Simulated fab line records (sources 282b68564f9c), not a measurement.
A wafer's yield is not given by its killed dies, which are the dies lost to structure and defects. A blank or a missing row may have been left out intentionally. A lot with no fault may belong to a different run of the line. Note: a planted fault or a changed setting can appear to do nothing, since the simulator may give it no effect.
fab line records    flow rit-cmos
[record] lots = 15  wafers = 45  last-day = 7
route steps=202 shown SILICIDE@165 M1@193
lots untouched by any fault: they come from a run of this same line in which no faults occurred
start-h: start of the lot's first displayed wafer, in hours after the record's first day    wait-h: time in hours since the lot's previous step    " as in the row above    L1.1+2: a single row standing in for several wafers    - no value, or no start given    * or withheld: withheld    < > ~ a bound
route shown NAME@n: NAME is a module with steps in the file, n the number in the route of the first one    usual: average and standard deviation across the fault-free wafers    same: alike in all rows    chamber/n: place in a boat    sites: the reading at each site    _std_site: the values' standard deviation    _edge_site: the outer-site mean with the inner-site mean subtracted    radius-mm: how far each site lies from the wafer's centre    mask NAME#n: copy n    behind: the tool/chamber that last shaped the wafer    hold: why the lot was held/for how many hours/how that ended    device: transistor that didn't switch, given as n, p or np    end of line: the same wafers' tests at the end of the route    a step given without rows: its recipe and nothing more    killed: dies that structure and defects cost at the first sort, which is not the same as the wafer's yield    map: a wafer's dies, x killed, . not, _ none there
set.NAME: the setting the step ran with; set.NAME@STEP: the setting that earlier step ran with    model.NAME: the simulator's own value behind a step, which no gauge read
steps of the route over a sample of lots; a table a step, a row a wafer
services: when a tool's chamber went out of use (start-h, in hours from the record's first day, below 0 if earlier), for how many hours, and the reason
[[steps]]
[step RIT_SILICIDE_RTA_04]
[recipe] temp-c = 650  time-s = 10  idle-temp-c = 25  ramp-up-s = 5  ramp-down-s = 5  cool-to-c = 25  ambient = N2
[usual] wafer_temp_C_max = 652.9/1.3
lot.wafer  tool           chamber  start-h  wait-h  wafer_temp_C_max
L705.1     rtp-anneal-01  0        58.73    0.1     651.8
L705.3     "              0        "        "       651.8
L705.6     "              0        "        "       651.8
L706.2     rtp-anneal-02  0        64.90    0.1     653.4
L706.3     "              0        "        "       653.5
L706.6     "              0        "        "       655.4
L708.4     rtp-anneal-02  0        76.25    0.1     653.4
L708.5     "              0        "        "       653.6
L708.6     "              0        "        "       654.5
L710.3     rtp-anneal-02  0        91.39    0.1     655.5
L710.4     "              0        "        "       654.3
L710.6     "              0        "        "       653.8
L712.1     rtp-anneal-02  0        98.19    0.1     654.3
L712.2     "              0        "        "       653.5
L712.3     "              0        "        "       653.7
L713.2     rtp-anneal-01  0        99.80    0.1     651.9
L713.3     "              0        "        "       651.9
L713.6     "              0        "        "       651.9
L716.2     rtp-anneal-02  0        115.70   0.1     653.7
L716.5     "              0        "        "       653.2
L716.6     "              0        "        "       654.1
L719.1     rtp-anneal-01  0        126.93   0.1     651.9
L719.3     "              0        "        "       651.9
L719.5     "              0        "        "       651.8
L720.1     rtp-anneal-02  0        131.95   0.1     654.9
L720.3     "              0        "        "       653.4
L720.5     "              0        "        "       655.1
L721.4     rtp-anneal-01  0        135.67   0.1     652.0
L721.5     "              0        "        "       652.2
L721.6     "              0        "        "       652.0
L722.2     rtp-anneal-02  0        138.59   0.1     654.4
L722.4     "              0        "        "       654.3
L722.6     "              0        "        "       653.9
L723.2     rtp-anneal-01  0        150.07   0.1     652.4
L723.3     "              0        "        "       651.9
L723.4     "              0        "        "       651.5
L724.1     rtp-anneal-02  0        151.45   0.1     653.1
L724.3     "              0        "        "       652.9
L724.6     "              0        "        "       653.6
L726.2     rtp-anneal-02  0        158.08   0.1     652.7
L726.4     "              0        "        "       652.4
L726.5     "              0        "        "       653.7
L727.1     rtp-anneal-01  0        167.11   0.1     650.6
L727.3     "              0        "        "       651.8
L727.4     "              0        "        "       651.8
[step RIT_M1_CD_MEAS_09]
[recipe] target-cd-nm = 2600
[usual] cd-nm = 2599.2/2.3
lot.wafer  tool       chamber  start-h  wait-h  cd-nm
L705.1     cd-sem-02  -        62.64    -       2598.8
L705.3     "          -        "        "       2596.7
L705.6     "          -        "        "       2599.4
L706.2     cd-sem-02  -        69.06    -       2597.3
L706.3     "          -        "        "       2597.6
L706.6     "          -        "        "       2597.4
L708.4     cd-sem-02  -        80.19    -       2599.3
L708.5     "          -        "        "       2598.2
L708.6     "          -        "        "       2598.9
L710.3     cd-sem-01  -        95.87    -       2597.2
L710.4     "          -        "        "       2595.6
L710.6     "          -        "        "       2595.4
L712.1     cd-sem-01  -        102.07   -       2600.0
L712.2     "          -        "        "       2597.9
L712.3     "          -        "        "       2600.1
L713.2     cd-sem-02  -        104.01   -       2596.8
L713.3     "          -        "        "       2597.9
L713.6     "          -        "        "       2597.4
L716.2     cd-sem-02  -        119.87   -       2601.8
L716.5     "          -        "        "       2598.6
L716.6     "          -        "        "       2599.3
L719.1     cd-sem-01  -        130.72   -       2598.7
L719.3     "          -        "        "       2598.4
L719.5     "          -        "        "       2597.3
L720.1     cd-sem-01  -        136.16   -       2598.9
L720.3     "          -        "        "       2599.8
L720.5     "          -        "        "       2597.9
L721.4     cd-sem-02  -        139.65   -       2599.7
L721.5     "          -        "        "       2599.6
L721.6     "          -        "        "       2599.6
L722.2     cd-sem-02  -        142.86   -       2602.9
L722.4     "          -        "        "       2603.7
L722.6     "          -        "        "       2602.8
L723.2     cd-sem-02  -        154.02   -       2601.5
L723.3     "          -        "        "       2597.5
L723.4     "          -        "        "       2598.7
L724.1     cd-sem-01  -        155.26   -       2598.5
L724.3     "          -        "        "       2597.6
L724.6     "          -        "        "       2598.7
L726.2     cd-sem-02  -        162.25   -       2601.4
L726.4     "          -        "        "       2603.1
L726.5     "          -        "        "       2601.9
L727.1     cd-sem-02  -        171.35   -       2595.8
L727.3     "          -        "        "       2599.2
L727.4     "          -        "        "       2597.8
[step RIT_M1_METAL_ETCH_12]
[recipe] stop-on = SiO2  chemistry = Cl2/BCl3  target = Al  time-s = 165  over-etch-frac = 0.5  pressure-mtorr = 100  target-depth-a = 6000  rf-w = 250  Cl2_flow_sccm = 60  bcl3-flow-sccm = 50
[usual] drypump-motor-current-A = 5.53/0.3  oes-product-au = 0.781/0.014  run-length-s = 193.3/0.68  throttle-valve-pct = 8.23/0.07
lot.wafer  tool          chamber  start-h  wait-h  drypump-motor-current-A  oes-product-au  rf-hours-counter-h  run-length-s  throttle-valve-pct
L705.1     rie-metal-02  0        63.04    0.2     6.09                     0.785           35                  193.2         8.11
L705.3     "             0        "        "       6.02                     0.782           -                   193.1         8.12
L705.6     "             0        "        "       6.03                     0.790           -                   193.3         8.14
L706.2     rie-metal-01  0        69.44    0.2     5.55                     0.776           4                   193.5         8.29
L706.3     "             1        "        "       5.91                     0.779           -                   193.3         8.13
L706.6     "             0        "        "       5.55                     0.771           -                   193.7         8.29
L708.4     rie-metal-02  1        80.70    0.2     5.25                     0.786           -                   193.1         8.28
L708.5     "             1        "        "       5.24                     0.782           -                   193.7         8.29
L708.6     "             1        "        "       5.25                     0.780           -                   193.0         8.30
L710.3     rie-metal-04  1        96.45    0.2     5.30                     0.788           -                   192.5         8.25
L710.4     "             0        "        "       5.37                     0.796           -                   193.5         8.20
L710.6     "             1        "        "       5.28                     0.779           -                   192.6         8.27
L712.1     rie-metal-01  0        102.47   0.2     5.57                     0.771           4                   193.7         8.28
L712.2     "             1        "        "       5.88                     0.787           5                   193.0         8.15
L712.3     "             1        "        "       5.91                     0.783           -                   193.5         8.11
L713.2     rie-metal-02  1        104.47   0.2     5.24                     0.982           -                   154.7         8.25
L713.3     "             1        "        "       5.25                     0.987           -                   154.8         8.27
L713.6     "             1        "        "       5.26                     0.999           -                   154.7         8.28
L716.2     rie-metal-02  1        120.31   0.2     5.25                     1.000           -                   152.6         8.27
L716.5     "             1        "        "       5.25                     1.010           -                   152.1         8.27
L716.6     "             1        "        "       5.24                     0.999           -                   152.1         8.27
L719.1     rie-metal-02  0        131.12   0.2     6.03                     1.019           35                  152.0         8.09
L719.3     "             0        "        "       6.06                     1.026           -                   152.1         8.09
L719.5     "             1        "        "       5.26                     0.996           -                   152.4         8.26
L720.1     rie-metal-04  0        136.57   0.2     5.35                     0.810           3                   192.6         8.20
L720.3     "             0        "        "       5.33                     0.809           -                   192.9         8.21
L720.5     "             1        "        "       5.28                     0.800           -                   193.0         8.26
L721.4     rie-metal-01  1        140.27   0.1     5.93                     0.791           -                   193.2         8.12
L721.5     "             0        "        "       5.61                     0.776           -                   193.5         8.29
L721.6     "             1        "        "       5.90                     0.772           -                   193.1         8.14
L722.2     rie-metal-04  1        143.25   0.2     5.29                     0.787           3                   192.8         8.27
L722.4     "             0        "        "       5.34                     0.808           -                   192.8         8.21
L722.6     "             1        "        "       5.32                     0.785           -                   192.6         8.27
L723.2     rie-metal-01  0        154.41   0.2     5.55                     0.769           5                   193.6         8.29
L723.3     "             0        "        "       5.56                     0.769           -                   193.7         8.30
L723.4     "             1        "        "       5.94                     0.786           -                   193.0         8.14
L724.1     rie-metal-04  0        155.67   0.2     5.32                     0.799           3                   193.3         8.21
L724.3     "             0        "        "       5.34                     0.806           -                   193.2         8.20
L724.6     "             1        "        "       5.30                     0.790           -                   192.7         8.27
L726.2     rie-metal-01  0        162.63   0.2     5.55                     0.763           5                   193.6         8.31
L726.4     "             0        "        "       5.54                     0.768           -                   193.5         8.31
L726.5     "             1        "        "       5.91                     0.772           -                   193.1         8.14
L727.1     rie-metal-04  1        171.75   0.2     5.26                     0.795           3                   192.6         8.25
L727.3     "             0        "        "       5.34                     0.802           -                   192.7         8.22
L727.4     "             1        "        "       5.26                     0.785           -                   192.9         8.27
[step RIT_M1_BOW_MEAS_16]
[recipe] mode = bow
[usual] M1_BOW = 17/7.2
lot.wafer  tool           chamber  start-h  wait-h  M1_BOW[um]
L705.1     film-metro-03  -        65.18    0.0     10
L705.3     "              -        "        "       27
L705.6     "              -        "        "       15
L706.2     film-metro-02  -        71.59    0.0     15
L706.3     "              -        "        "       15
L706.6     "              -        "        "       33
L708.4     film-metro-02  -        82.89    0.1     13
L708.5     "              -        "        "       14
L708.6     "              -        "        "       17
L710.3     film-metro-03  -        98.57    0.0     35
L710.4     "              -        "        "       14
L710.6     "              -        "        "       11
L712.1     film-metro-03  -        104.64   0.0     5
L712.2     "              -        "        "       16
L712.3     "              -        "        "       12
L713.2     film-metro-03  -        106.86   0.0     9
L713.3     "              -        "        "       12
L713.6     "              -        "        "       5
L716.2     film-metro-01  -        122.59   0.0     19
L716.5     "              -        "        "       19
L716.6     "              -        "        "       23
L719.1     film-metro-03  -        133.35   0.0     22
L719.3     "              -        "        "       30
L719.5     "              -        "        "       10
L720.1     film-metro-02  -        138.72   0.0     10
L720.3     "              -        "        "       14
L720.5     "              -        "        "       17
L721.4     film-metro-03  -        142.63   0.1     18
L721.5     "              -        "        "       10
L721.6     "              -        "        "       19
L722.2     film-metro-03  -        145.41   0.0     14
L722.4     "              -        "        "       12
L722.6     "              -        "        "       18
L723.2     film-metro-02  -        156.56   0.0     8
L723.3     "              -        "        "       23
L723.4     "              -        "        "       10
L724.1     film-metro-02  -        158.04   0.0     17
L724.3     "              -        "        "       21
L724.6     "              -        "        "       11
L726.2     film-metro-02  -        164.79   0.0     19
L726.4     "              -        "        "       29
L726.5     "              -        "        "       4
L727.1     film-metro-02  -        174.06   0.0     22
L727.3     "              -        "        "       18
L727.4     "              -        "        "       16
[step RIT_M1_PROBE_99]
[usual] defect-limited-yield = 97.3/1.1  killed-at-contacts = 0.1/0.37  killed-at-front-end = 6.9/2.9  killed-dies = 7.1/2.9  killed-open = 3.3/1.8  killed-short = 3.6/2.2
[same] gross-dies = 264  killed_at_M0_to_M3 = 0  killed_at_M4_up = 0  killed-at-back-side = 0  killed-at-other = 0
lot.wafer  tool       chamber  start-h  wait-h  defect-limited-yield[%]  killed-at-contacts  killed-at-front-end  killed-dies  killed-open  killed-short
L705.1     prober-01  -        65.30    0.1     99.2                     0                   2                    2            1            1
L705.3     prober-01  -        65.40    0.2     96.6                     0                   9                    9            3            6
L705.6     prober-01  -        65.55    0.2     96.2                     0                   10                   10           6            4
L706.2     prober-02  -        71.74    0.1     97.3                     0                   7                    7            3            4
L706.3     prober-02  -        71.79    0.2     95.5                     0                   12                   12           4            8
L706.6     prober-02  -        71.94    0.2     96.6                     0                   9                    9            2            7
L708.4     prober-02  -        83.10    0.2     93.9                     0                   16                   16           5            11
L708.5     prober-02  -        83.15    0.2     95.8                     0                   11                   11           7            4
L708.6     prober-02  -        83.20    0.2     95.8                     0                   11                   11           6            5
L710.3     prober-02  -        98.75    0.2     97.3                     0                   7                    7            2            5
L710.4     prober-02  -        98.80    0.2     97.3                     0                   7                    7            2            5
L710.6     prober-02  -        98.90    0.2     99.2                     0                   2                    2            1            1
L712.1     prober-02  -        104.76   0.1     96.6                     0                   9                    9            3            6
L712.2     prober-02  -        104.81   0.1     97.0                     1                   7                    8            2            6
L712.3     prober-02  -        104.86   0.2     97.3                     0                   7                    7            3            4
L713.2     prober-01  -        107.01   0.1     97.7                     0                   6                    6            2            4
L713.3     prober-01  -        107.06   0.2     97.3                     0                   7                    7            3            4
L713.6     prober-01  -        107.21   0.2     96.2                     0                   10                   10           4            6
L716.2     prober-02  -        122.74   0.1     98.5                     0                   4                    4            2            2
L716.5     prober-02  -        122.89   0.2     99.2                     0                   2                    2            1            1
L716.6     prober-02  -        122.94   0.2     97.3                     0                   7                    7            5            2
L719.1     prober-01  -        133.47   0.1     97.7                     0                   6                    6            4            2
L719.3     prober-01  -        133.57   0.2     98.1                     0                   5                    5            1            4
L719.5     prober-01  -        133.67   0.2     98.5                     0                   4                    4            2            2
L720.1     prober-02  -        138.84   0.1     96.2                     0                   10                   10           5            5
L720.3     prober-02  -        138.94   0.2     98.9                     0                   3                    3            1            2
L720.5     prober-02  -        139.04   0.2     98.1                     0                   5                    5            5            0
L721.4     prober-01  -        142.84   0.2     97.0                     0                   8                    8            6            2
L721.5     prober-01  -        142.89   0.2     97.7                     0                   6                    6            2            4
L721.6     prober-01  -        142.94   0.2     97.3                     0                   7                    7            4            3
L722.2     prober-02  -        145.56   0.1     96.2                     0                   10                   10           5            4
L722.4     prober-02  -        145.66   0.2     97.3                     0                   7                    7            3            4
L722.6     prober-02  -        145.76   0.2     97.7                     0                   6                    6            1            5
L723.2     prober-01  -        156.71   0.1     94.7                     0                   14                   14           3            11
L723.3     prober-01  -        156.76   0.2     94.7                     2                   12                   14           4            9
L723.4     prober-01  -        156.81   0.2     96.6                     1                   8                    9            4            4
L724.1     prober-02  -        158.16   0.1     98.1                     0                   5                    5            2            3
L724.3     prober-02  -        158.26   0.2     98.9                     0                   3                    3            1            2
L724.6     prober-02  -        158.41   0.2     98.5                     1                   3                    4            2            1
L726.2     prober-02  -        164.94   0.1     97.7                     0                   6                    6            4            2
L726.4     prober-02  -        165.04   0.2     97.0                     0                   8                    8            4            4
L726.5     prober-02  -        165.09   0.2     95.5                     0                   12                   12           6            6
L727.1     prober-01  -        174.18   0.1     97.0                     0                   8                    8            8            0
L727.3     prober-01  -        174.28   0.2     97.3                     1                   6                    7            2            5
L727.4     prober-01  -        174.33   0.2     96.6                     0                   9                    9            4            5
// killed by level:class
L705.1 FOX1:geometric-particle:open=1 REOX:geometric-particle:short=1
L705.3 FOX2:geometric-particle:short=2 FOX1:geometric-particle:short=1 GATE:geometric-particle:open=1 REOX:geometric-particle:short=1 REOX:geometric-particle:open=1 SPACER:geometric-particle:short=1 SILICIDE:geometric-particle:open=1 SILICIDE:geometric-particle:short=1
L705.6 SILICIDE:geometric-particle:open=3 REOX:geometric-particle:open=2 SPACER:geometric-particle:short=2 FOX1:geometric-particle:open=1 FOX1:geometric-particle:short=1 SILICIDE:geometric-particle:short=1
L706.2 GATE:geometric-particle:short=3 GATE:geometric-particle:open=2 SPACER:geometric-particle:short=1 SILICIDE:geometric-particle:open=1
L706.3 GATE:geometric-particle:short=3 FOX2:geometric-particle:short=2 GATE:geometric-particle:open=2 FOX1:geometric-particle:short=1 REOX:geometric-particle:open=1 REOX:geometric-particle:short=1 SPACER:geometric-particle:open=1 SILICIDE:geometric-particle:short=1
L706.6 GATE:geometric-particle:short=5 GATE:geometric-particle:open=2 ACTIVE:geometric-particle:short=1 SILICIDE:geometric-particle:short=1
L708.4 REOX:geometric-particle:short=5 GATE:geometric-particle:short=2 GATE:geometric-particle:open=2 REOX:geometric-particle:open=2 SPACER:geometric-particle:short=2 FOX1:geometric-particle:open=1 FOX1:geometric-particle:short=1 FOX2:geometric-particle:short=1
L708.5 FOX1:geometric-particle:short=3 GATE:geometric-particle:open=3 REOX:geometric-particle:open=3 SILICIDE:geometric-particle:open=1 REOX:geometric-particle:short=1
L708.6 FOX1:geometric-particle:open=3 GATE:geometric-particle:short=2 REOX:geometric-particle:open=2 REOX:geometric-particle:short=2 FOX1:geometric-particle:short=1 GATE:geometric-particle:open=1
L710.3 GATE:geometric-particle:short=2 FOX1:geometric-particle:short=1 FOX2:geometric-particle:open=1 REOX:geometric-particle:short=1 REOX:geometric-particle:open=1 SPACER:geometric-particle:short=1
L710.4 GATE:geometric-particle:short=2 REOX:geometric-particle:short=2 GATE:geometric-particle:open=1 REOX:geometric-particle:open=1 SILICIDE:geometric-particle:short=1
L710.6 FOX1:geometric-particle:short=1 REOX:geometric-particle:open=1
L712.1 GATE:geometric-particle:short=3 SPACER:geometric-particle:short=2 FOX1:geometric-particle:short=1 FOX1:geometric-particle:open=1 GATE:geometric-particle:open=1 REOX:geometric-particle:open=1
L712.2 REOX:geometric-particle:short=3 FOX1:geometric-particle:short=1 FOX1:geometric-particle:open=1 GATE:geometric-particle:short=1 SPACER:geometric-particle:open=1 CONTACT:geometric-particle:short=1
L712.3 REOX:geometric-particle:short=2 FOX1:geometric-particle:short=1 GATE:geometric-particle:open=1 GATE:geometric-particle:short=1 SPACER:geometric-particle:open=1 SILICIDE:geometric-particle:open=1
L713.2 GATE:geometric-particle:short=2 FOX1:geometric-particle:open=1 REOX:geometric-particle:short=1 SPACER:geometric-particle:short=1 SPACER:geometric-particle:open=1
L713.3 FOX1:geometric-particle:open=2 FOX1:geometric-particle:short=1 FOX2:geometric-particle:short=1 SPACER:geometric-particle:short=1 SILICIDE:geometric-particle:short=1 SILICIDE:geometric-particle:open=1
L713.6 GATE:geometric-particle:short=5 FOX1:geometric-particle:open=2 GATE:geometric-particle:open=1 REOX:geometric-particle:open=1 SILICIDE:geometric-particle:short=1
L716.2 FOX2:geometric-particle:open=1 FOX2:geometric-particle:short=1 GATE:geometric-particle:short=1 SPACER:geometric-particle:open=1
L716.5 FOX1:geometric-particle:open=1 SPACER:geometric-particle:short=1
L716.6 GATE:geometric-particle:open=4 GATE:geometric-particle:short=1 REOX:geometric-particle:short=1 REOX:geometric-particle:open=1
L719.1 GATE:geometric-particle:open=3 FOX2:geometric-particle:short=2 FOX2:geometric-particle:open=1
L719.3 FOX2:geometric-particle:short=3 REOX:geometric-particle:open=1 REOX:geometric-particle:short=1
L719.5 GATE:geometric-particle:open=2 SPACER:geometric-particle:short=2
L720.1 GATE:geometric-particle:open=4 GATE:geometric-particle:short=4 FOX1:geometric-particle:open=1 SILICIDE:geometric-particle:short=1
L720.3 REOX:geometric-particle:short=1 SILICIDE:geometric-particle:short=1 SILICIDE:geometric-particle:open=1
L720.5 FOX1:geometric-particle:open=2 GATE:geometric-particle:open=1 REOX:geometric-particle:open=1 SPACER:geometric-particle:open=1
L721.4 SILICIDE:geometric-particle:open=2 FOX1:geometric-particle:open=1 GATE:geometric-particle:short=1 GATE:geometric-particle:open=1 REOX:geometric-particle:open=1 SPACER:geometric-particle:short=1 SPACER:geometric-particle:open=1
L721.5 GATE:geometric-particle:short=3 FOX2:geometric-particle:short=1 GATE:geometric-particle:open=1 REOX:geometric-particle:open=1
L721.6 REOX:geometric-particle:open=2 FOX1:geometric-particle:short=1 GATE:geometric-particle:short=1 GATE:geometric-particle:open=1 SPACER:geometric-particle:short=1 SPACER:geometric-particle:open=1
L722.2 GATE:geometric-particle:open=4 FOX1:geometric-particle:short=2 GATE:geometric-particle:short=2 SILICIDE:geometric-particle:open=1 PWELL:coat-microbubble-printed=1
L722.4 GATE:geometric-particle:short=3 GATE:geometric-particle:open=2 FOX1:geometric-particle:open=1 REOX:geometric-particle:short=1
L722.6 GATE:geometric-particle:short=3 FOX1:geometric-particle:short=1 GATE:geometric-particle:open=1 REOX:geometric-particle:short=1
L723.2 GATE:geometric-particle:short=5 SILICIDE:geometric-particle:short=3 REOX:geometric-particle:short=2 FOX1:geometric-particle:short=1 REOX:geometric-particle:open=1 SPACER:geometric-particle:open=1 SILICIDE:geometric-particle:open=1
L723.3 GATE:geometric-particle:short=3 GATE:geometric-particle:open=2 SPACER:geometric-particle:short=2 SILICIDE:geometric-particle:short=2 REOX:geometric-particle:short=1 SPACER:geometric-particle:open=1 SILICIDE:geometric-particle:open=1 CONTACT:geometric-particle:short=1
L723.4 GATE:geometric-particle:open=2 FOX1:geometric-particle:short=1 GATE:geometric-particle:short=1 REOX:geometric-particle:short=1 SPACER:geometric-particle:short=1 SPACER:geometric-particle:open=1 SILICIDE:geometric-particle:open=1 CONTACT:coat-microbubble-printed=1
L724.1 REOX:geometric-particle:short=2 FOX2:geometric-particle:open=1 GATE:geometric-particle:open=1 GATE:geometric-particle:short=1
L724.3 FOX1:geometric-particle:short=1 GATE:geometric-particle:open=1 SILICIDE:geometric-particle:short=1
L724.6 FOX1:geometric-particle:short=1 REOX:geometric-particle:open=1 SILICIDE:geometric-particle:open=1 CONTACT:coat-microbubble-printed=1
L726.2 GATE:geometric-particle:open=2 ACTIVE:geometric-particle:open=1 FOX1:geometric-particle:short=1 GATE:geometric-particle:short=1 SILICIDE:geometric-particle:open=1
L726.4 GATE:geometric-particle:short=3 SPACER:geometric-particle:open=2 FOX1:geometric-particle:open=1 GATE:geometric-particle:open=1 SPACER:geometric-particle:short=1
L726.5 FOX1:geometric-particle:open=5 SILICIDE:geometric-particle:short=4 GATE:geometric-particle:short=2 SPACER:geometric-particle:open=1
L727.1 REOX:geometric-particle:open=4 GATE:geometric-particle:open=3 FOX1:geometric-particle:open=1
L727.3 GATE:geometric-particle:short=2 SILICIDE:geometric-particle:short=2 REOX:geometric-particle:short=1 SPACER:geometric-particle:open=1 CONTACT:geometric-particle:open=1
L727.4 FOX1:geometric-particle:short=2 GATE:geometric-particle:short=2 GATE:geometric-particle:open=2 FOX2:geometric-particle:short=1 SPACER:geometric-particle:open=1 SILICIDE:geometric-particle:open=1
[[services]]
tool          chamber  start-h  hours  kind
rie-metal-04  -        55.02    14.6   pm
rie-metal-02  0        77.82    49.2   repair
rie-metal-04  -        99.07    21.9   repair
rie-metal-02  1        113.30   3.3    repair
rie-metal-01  1        132.65   2.8    repair
rie-metal-02  -        136.12   20.0   pm
rie-metal-02  0        136.12   20.0   vent-cycle
rie-metal-02  1        136.12   20.0   vent-cycle
rie-metal-02  -        156.12   1.4    pm
rie-metal-02  0        156.12   -      clean
rie-metal-02  1        156.12   -      clean
[[key]]
[first-sign] step = RIT_M1_METAL_ETCH_12  reading = run-length-s  direction = down  sigmas = 60  usual = *  struck = *
[effect] step = RIT_M1_METAL_ETCH_12  reading = oes-product-au  direction = up  sigmas = 16  usual = 0.781  struck = 1.002
met-at RIT_M1_METAL_ETCH_12
struck-lots L713,L716,L719
not-acting-at RIT_SILICIDE_RTA_04,RIT_M1_CD_MEAS_09,RIT_M1_BOW_MEAS_16
onset-between 80.70 104.47
[fault] kind = process-parameter-drift  tool = rie-metal-02  chamber = -  onset-h = 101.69  steps = RIT_M1_METAL_ETCH_12  channel = time-s  offset = *  shape = step  end-h = 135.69  stated = *
